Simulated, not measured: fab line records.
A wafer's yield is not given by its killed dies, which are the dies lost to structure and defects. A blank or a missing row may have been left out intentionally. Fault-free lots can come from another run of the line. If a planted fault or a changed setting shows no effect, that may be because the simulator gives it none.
The tool behind it: which one? / flow berkeleyCmos170 / 14 lots with 40 wafers sampled at 4 steps, on a route of 331 steps

== WHAT EACH GAUGE READ, for each wafer ==
UCB170_ACTIVE_THK_MEAS_03.
lot=L558; measured=day 3 19:40; on=filmMetro-02; ACTIVE_OXIDE_THK (nm)=26.1 26.4 26.6
lot=L559; measured=day 4 02:56; on=filmMetro-04; ACTIVE_OXIDE_THK (nm)=26.1 26.6 26.4
lot=L560; measured=day 4 15:49; on=filmMetro-02; ACTIVE_OXIDE_THK (nm)=26.2 26.4 26.3
lot=L561; measured=day 4 23:02; on=filmMetro-02; ACTIVE_OXIDE_THK (nm)=26.3 26.5 26.6
lot=L563; measured=day 5 03:50; on=filmMetro-04; ACTIVE_OXIDE_THK (nm)=26.8 26.5 27.1
lot=L562; measured=day 5 03:51; on=filmMetro-03; ACTIVE_OXIDE_THK (nm)=26.7 27.3 27.1
lot=L566; measured=day 5 20:02; on=filmMetro-04; ACTIVE_OXIDE_THK (nm)=27.4 26.8 27.7
lot=L569; measured=day 6 09:07; on=filmMetro-02; ACTIVE_OXIDE_THK (nm)=26.6
lot=L571; measured=day 6 20:47; on=filmMetro-03; ACTIVE_OXIDE_THK (nm)=26.4 26.7 26.5
lot=L574; measured=day 7 13:36; on=filmMetro-02; ACTIVE_OXIDE_THK (nm)=27.4 27.0 27.4
lot=L576; measured=day 7 20:49; on=filmMetro-04; ACTIVE_OXIDE_THK (nm)=26.2 26.5 26.3
lot=L578; measured=day 7 20:50; on=filmMetro-02; ACTIVE_OXIDE_THK (nm)=26.9 26.9 27.1
lot=L580; measured=day 8 17:34; on=filmMetro-02; ACTIVE_OXIDE_THK (nm)=26.7 26.5 26.6
lot=L581; measured=day 8 17:37; on=filmMetro-04; ACTIVE_OXIDE_THK (nm)=26.3 26.7 26.4

UCB170_SCREENOX_THK_MEAS_02.
lot=L558; measured=day 5 03:23; on=filmMetro-04; SCREENOX_OXIDE_THK (nm)=14.51 14.35 14.39
lot=L559; measured=day 5 12:29; on=filmMetro-03; SCREENOX_OXIDE_THK (nm)=14.04 14.09 13.75
lot=L560; measured=day 6 03:07; on=filmMetro-02; SCREENOX_OXIDE_THK (nm)=13.81 14.14 13.95
lot=L561; measured=day 6 13:31; on=filmMetro-03; SCREENOX_OXIDE_THK (nm)=14.31 14.62 14.21
lot=L563; measured=day 6 13:35; on=filmMetro-03; SCREENOX_OXIDE_THK (nm)=14.33 14.25 14.08
lot=L562; measured=day 6 13:32; on=filmMetro-02; SCREENOX_OXIDE_THK (nm)=14.28 14.30 14.40
lot=L566; measured=day 7 08:32; on=filmMetro-02; SCREENOX_OXIDE_THK (nm)=14.61 14.55 14.51
lot=L569; measured=day 7 19:00; on=filmMetro-02; SCREENOX_OXIDE_THK (nm)=14.89
lot=L571; measured=day 8 11:45; on=filmMetro-02; SCREENOX_OXIDE_THK (nm)=14.04 14.08 14.18
lot=L574; measured=day 8 23:49; on=filmMetro-03; SCREENOX_OXIDE_THK (nm)=14.46 14.63 14.42
lot=L576; measured=day 8 23:49; on=filmMetro-04; SCREENOX_OXIDE_THK (nm)=14.46 14.51 14.42
lot=L578; measured=day 8 23:47; on=filmMetro-04; SCREENOX_OXIDE_THK (nm)=14.78 14.73 14.80
lot=L580; measured=day 9 21:02; on=filmMetro-03; SCREENOX_OXIDE_THK (nm)=15.00 15.09 15.22
lot=L581; measured=day 9 21:04; on=filmMetro-04; SCREENOX_OXIDE_THK (nm)=14.05 14.29 14.12

== WHICH TOOL RAN EACH LOT (tool, then ch and the chambers of the sampled wafers, then the start) ==
lot=L558; UCB170_ACTIVE_ETCH_15=rieDiel-01 ch 2,3, day 4 02:23; UCB170_ACTIVE_STRIP_16=plasmaAsher-03 ch 0,1, day 4 02:32
lot=L559; UCB170_ACTIVE_ETCH_15=rieDiel-04 ch 0,1, day 4 11:40; UCB170_ACTIVE_STRIP_16=plasmaAsher-03 ch 0,1, day 4 11:46
lot=L560; UCB170_ACTIVE_ETCH_15=rieDiel-04 ch 0,1,3, day 5 00:41; UCB170_ACTIVE_STRIP_16=plasmaAsher-03 ch 0,1, day 5 00:46
lot=L561; UCB170_ACTIVE_ETCH_15=rieDiel-01 ch 0,2,3, day 5 08:39; UCB170_ACTIVE_STRIP_16=plasmaAsher-01 ch 0,1, day 5 08:46
lot=L563; UCB170_ACTIVE_ETCH_15=rieDiel-04 ch 0,1,3, day 5 13:48; UCB170_ACTIVE_STRIP_16=plasmaAsher-02 ch 0,1, day 5 13:54
lot=L562; UCB170_ACTIVE_ETCH_15=rieDiel-02 ch 2,3, day 5 14:14; UCB170_ACTIVE_STRIP_16=plasmaAsher-03 ch 0,1, day 5 14:20
lot=L566; UCB170_ACTIVE_ETCH_15=rieDiel-04 ch 1,2,3, day 6 04:04; UCB170_ACTIVE_STRIP_16=plasmaAsher-02 ch 0,1, day 6 04:10
lot=L569; UCB170_ACTIVE_ETCH_15=rieDiel-04 ch 1, day 6 16:08; UCB170_ACTIVE_STRIP_16=plasmaAsher-03 ch 0, day 6 16:16
lot=L571; UCB170_ACTIVE_ETCH_15=rieDiel-02 ch 0,1, day 7 08:48; UCB170_ACTIVE_STRIP_16=plasmaAsher-03 ch 1, day 7 08:54
lot=L574; UCB170_ACTIVE_ETCH_15=rieDiel-02 ch 1,3, day 7 22:45; UCB170_ACTIVE_STRIP_16=plasmaAsher-02 ch 0,1, day 7 22:53
lot=L576; UCB170_ACTIVE_ETCH_15=rieDiel-02 ch 1,3, day 8 03:07; UCB170_ACTIVE_STRIP_16=plasmaAsher-01 ch 0,1, day 8 03:16
lot=L578; UCB170_ACTIVE_ETCH_15=rieDiel-01 ch 0,2,3, day 8 03:13; UCB170_ACTIVE_STRIP_16=plasmaAsher-02 ch 0,1, day 8 03:22
lot=L580; UCB170_ACTIVE_ETCH_15=rieDiel-02 ch 0,1,3, day 8 23:16; UCB170_ACTIVE_STRIP_16=plasmaAsher-02 ch 0,1, day 8 23:22
lot=L581; UCB170_ACTIVE_ETCH_15=rieDiel-02 ch 0,1,3, day 8 22:56; UCB170_ACTIVE_STRIP_16=plasmaAsher-02 ch 0,1, day 8 23:01
- UCB170_ACTIVE_ETCH_15: etches Si3N4 in CH3F/Ar/O2, stops on SiO2, target depth 242 nm, time 151 s.
- UCB170_ACTIVE_STRIP_16: strips in O2.

== AS READ BY THE TOOLS THEMSELVES (means over the sampled wafers that have a number; for cases with no such wafer, the mark the record gives instead) ==
UCB170_ACTIVE_ETCH_15.
lot=L558; tool=rieDiel-01; drypumpMotorCurrentA (A)=5.5; oesProductAu (a.u.)=0.924; throttleValvePct (%)=7.96
lot=L559; tool=rieDiel-04; drypumpMotorCurrentA (A)=5.6; oesProductAu (a.u.)=0.938; throttleValvePct (%)=8.01
lot=L560; tool=rieDiel-04; drypumpMotorCurrentA (A)=5.8; oesProductAu (a.u.)=0.951; throttleValvePct (%)=8.05
lot=L561; tool=rieDiel-01; drypumpMotorCurrentA (A)=5.8; oesProductAu (a.u.)=0.926; throttleValvePct (%)=7.98
lot=L563; tool=rieDiel-04; drypumpMotorCurrentA (A)=5.7; oesProductAu (a.u.)=0.936; throttleValvePct (%)=8.05
lot=L562; tool=rieDiel-02; drypumpMotorCurrentA (A)=6.1; oesProductAu (a.u.)=0.945; throttleValvePct (%)=8.07
lot=L566; tool=rieDiel-04; drypumpMotorCurrentA (A)=5.5; oesProductAu (a.u.)=0.941; throttleValvePct (%)=8.07
lot=L569; tool=rieDiel-04; drypumpMotorCurrentA (A)=5.6; oesProductAu (a.u.)=0.919; throttleValvePct (%)=8.05
lot=L571; tool=rieDiel-02; drypumpMotorCurrentA (A)=5.2; oesProductAu (a.u.)=0.938; throttleValvePct (%)=8.05
lot=L574; tool=rieDiel-02; drypumpMotorCurrentA (A)=5.6; oesProductAu (a.u.)=0.933; throttleValvePct (%)=8.13
lot=L576; tool=rieDiel-02; drypumpMotorCurrentA (A)=5.6; oesProductAu (a.u.)=0.930; throttleValvePct (%)=8.13
lot=L578; tool=rieDiel-01; drypumpMotorCurrentA (A)=5.8; oesProductAu (a.u.)=0.942; throttleValvePct (%)=7.98
lot=L580; tool=rieDiel-02; drypumpMotorCurrentA (A)=5.6; oesProductAu (a.u.)=0.938; throttleValvePct (%)=8.04
lot=L581; tool=rieDiel-02; drypumpMotorCurrentA (A)=5.6; oesProductAu (a.u.)=0.942; throttleValvePct (%)=8.04

UCB170_ACTIVE_STRIP_16.
lot=L558; tool=plasmaAsher-03; drypumpMotorCurrentA (A)=6.3; oesProductAu (a.u.)=0.722; stripTimeToEndpointS (s)=18.13
lot=L559; tool=plasmaAsher-03; drypumpMotorCurrentA (A)=6.1; oesProductAu (a.u.)=0.719; stripTimeToEndpointS (s)=17.98
lot=L560; tool=plasmaAsher-03; drypumpMotorCurrentA (A)=6.3; oesProductAu (a.u.)=0.722; stripTimeToEndpointS (s)=18.09
lot=L561; tool=plasmaAsher-01; drypumpMotorCurrentA (A)=5.5; oesProductAu (a.u.)=0.718; stripTimeToEndpointS (s)=18.09
lot=L563; tool=plasmaAsher-02; drypumpMotorCurrentA (A)=5.6; oesProductAu (a.u.)=0.723; stripTimeToEndpointS (s)=18.16
lot=L562; tool=plasmaAsher-03; drypumpMotorCurrentA (A)=6.3; oesProductAu (a.u.)=0.722; stripTimeToEndpointS (s)=17.92
lot=L566; tool=plasmaAsher-02; drypumpMotorCurrentA (A)=5.6; oesProductAu (a.u.)=0.719; stripTimeToEndpointS (s)=18.00
lot=L569; tool=plasmaAsher-03; drypumpMotorCurrentA (A)=6.0; oesProductAu (a.u.)=0.720; stripTimeToEndpointS (s)=17.83
lot=L571; tool=plasmaAsher-03; drypumpMotorCurrentA (A)=6.4; oesProductAu (a.u.)=0.719; stripTimeToEndpointS (s)=17.96
lot=L574; tool=plasmaAsher-02; drypumpMotorCurrentA (A)=5.2; oesProductAu (a.u.)=0.719; stripTimeToEndpointS (s)=17.96
lot=L576; tool=plasmaAsher-01; drypumpMotorCurrentA (A)=5.2; oesProductAu (a.u.)=0.719; stripTimeToEndpointS (s)=17.95
lot=L578; tool=plasmaAsher-02; drypumpMotorCurrentA (A)=5.2; oesProductAu (a.u.)=0.723; stripTimeToEndpointS (s)=18.17
lot=L580; tool=plasmaAsher-02; drypumpMotorCurrentA (A)=5.6; oesProductAu (a.u.)=0.723; stripTimeToEndpointS (s)=18.11
lot=L581; tool=plasmaAsher-02; drypumpMotorCurrentA (A)=5.6; oesProductAu (a.u.)=0.721; stripTimeToEndpointS (s)=17.91

== THE ANSWER, worked out from the rows above alone ==
Rule: what is usual is taken from the lots themselves. The widest of any qualifying gaps counts: lots, ordered by their means at a reading, are off when they make up no more than a third of the lots, leave a main group of 4 or more, and stand apart from it by 3 or more times the standard deviation of that group's means. The tables above print the reading to a certain number of digits; a main group whose means all agree to those digits is not used. A lot without any number at a reading at which 4 lots or more have one is off too. Where the step has rows for the other lots, those lots are counted as sound. First the gauges in route order, then the tools' own readings, where a lot's mean is used as printed above. At the first step where some lot is off, the reading lying furthest off is the one used; lots without a number count as furthest.
None of the lots is off at any reading shown; this tells nothing.

== WHAT WAS PUT IN BY THE SIMULATOR ==
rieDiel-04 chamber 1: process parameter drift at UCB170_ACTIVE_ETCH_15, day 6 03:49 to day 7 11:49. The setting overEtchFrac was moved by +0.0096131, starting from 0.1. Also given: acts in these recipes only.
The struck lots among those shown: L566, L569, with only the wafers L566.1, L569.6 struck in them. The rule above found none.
